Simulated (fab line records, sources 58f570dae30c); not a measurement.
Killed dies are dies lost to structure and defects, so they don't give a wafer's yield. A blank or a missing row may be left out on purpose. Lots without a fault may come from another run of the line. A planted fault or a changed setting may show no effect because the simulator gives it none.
Which tool did it? | flow berkeley_cmos170 | 14 lots, 42 wafers sampled, at 2 steps of a route of 331

WHAT THE GAUGES READ, wafer by wafer
UCB170_V1_CD_MEAS_90: target cd 700 nm.
lot  | measured     | on        | cd_nm (nm)
L728 | day 8 07:52  | cd_sem-01 | 699.6 700.0 700.1
L730 | day 8 16:52  | cd_sem-01 | 699.9 699.5 698.7
L732 | day 9 09:48  | cd_sem-01 | 703.1 699.3 704.0
L733 | day 9 09:55  | cd_sem-02 | 701.2 700.6 701.6
L734 | day 9 18:53  | cd_sem-01 | 698.5 700.6 699.4
L736 | day 10 09:01 | cd_sem-02 | 702.5 700.9 702.2
L738 | day 10 19:37 | cd_sem-02 | 698.0 699.3 698.7
L739 | day 10 22:22 | cd_sem-02 | 700.3 699.5 699.0
L744 | day 11 22:37 | cd_sem-02 | 699.2 699.7 698.3
L745 | day 12 03:07 | cd_sem-02 | 700.2 698.8 700.5
L747 | day 12 08:23 | cd_sem-01 | 700.7 700.4 700.7
L746 | day 12 08:40 | cd_sem-01 | 702.5 701.9 701.8
L749 | day 12 19:43 | cd_sem-01 | 702.0 699.9 701.2
L748 | day 12 16:12 | cd_sem-01 | 698.0 697.1 697.4

WHICH TOOL RAN EACH LOT (tool, then ch and the chambers of the sampled wafers, then the start)
lot  | UCB170_CONTACT_STRIP_06
L728 | plasma_asher-02 ch 0,1, day 8 00:30
L730 | plasma_asher-04 ch 0,1, day 8 09:18
L732 | plasma_asher-01 ch 0,1, day 9 00:44
L733 | plasma_asher-02 ch 0,1, day 9 01:11
L734 | plasma_asher-02 ch 0,1, day 9 08:08
L736 | plasma_asher-01 ch 0,1, day 10 01:05
L738 | plasma_asher-02 ch 0,1, day 10 12:13
L739 | plasma_asher-04 ch 0,1, day 10 12:14
L744 | plasma_asher-01 ch 0,1, day 11 13:25
L745 | plasma_asher-02 ch 0,1, day 11 18:58
L747 | plasma_asher-01 ch 0,1, day 11 19:33
L746 | plasma_asher-02 ch 0,1, day 11 21:13
L749 | plasma_asher-04 ch 0,1, day 12 04:10
L748 | plasma_asher-01 ch 0,1, day 12 04:14
- UCB170_CONTACT_STRIP_06: strips in O2.

WHAT THE TOOLS THEMSELVES READ (means of the sampled wafers that have a number; where no wafer has one, the mark that the record gives instead)
UCB170_CONTACT_STRIP_06.
lot  | tool            | drypump_motor_current_A (A) | oes_product_au (a.u.) | strip_time_to_endpoint_s (s)
L728 | plasma_asher-02 | 6.21                        | 0.734                 | 21.96
L730 | plasma_asher-04 | 6.11                        | 0.734                 | 22.03
L732 | plasma_asher-01 | 5.96                        | 0.738                 | 22.03
L733 | plasma_asher-02 | 5.93                        | 0.733                 | 21.93
L734 | plasma_asher-02 | 6.20                        | 0.731                 | 21.99
L736 | plasma_asher-01 | 5.91                        | 0.736                 | 21.97
L738 | plasma_asher-02 | 5.95                        | 0.736                 | 21.88
L739 | plasma_asher-04 | 6.11                        | 0.730                 | 21.87
L744 | plasma_asher-01 | 5.92                        | 0.732                 | 22.03
L745 | plasma_asher-02 | 6.21                        | 0.729                 | 22.00
L747 | plasma_asher-01 | 5.98                        | 0.734                 | 21.92
L746 | plasma_asher-02 | 5.94                        | 0.736                 | 22.06
L749 | plasma_asher-04 | 6.11                        | 0.734                 | 22.06
L748 | plasma_asher-01 | 5.92                        | 0.741                 | 21.98

THE ANSWER, worked out from the rows above alone
Rule: what is usual is taken from the lots themselves. Put in order of their means at a reading, lots are off if they are a third of the lots or fewer, leave a main group of 4 or more, and stand apart from it by a gap of 3 or more times the standard deviation of the main group's means; of several such gaps the widest counts. A main group whose means are all the same, to the digits that the tables above print for the reading, isn't used. A lot without any number at a reading at which 4 lots or more have one is off too. The other lots that the step has rows for count as sound. The gauges are gone through in route order, then the tools' own readings, and for those a lot's mean is taken as printed above. The first step at which some lot is off is used, and at that step the reading that is off furthest; a lot without a number counts as furthest.
No lot is off at any reading shown: from this, nothing can be told.

WHAT THE SIMULATOR HAD PUT IN
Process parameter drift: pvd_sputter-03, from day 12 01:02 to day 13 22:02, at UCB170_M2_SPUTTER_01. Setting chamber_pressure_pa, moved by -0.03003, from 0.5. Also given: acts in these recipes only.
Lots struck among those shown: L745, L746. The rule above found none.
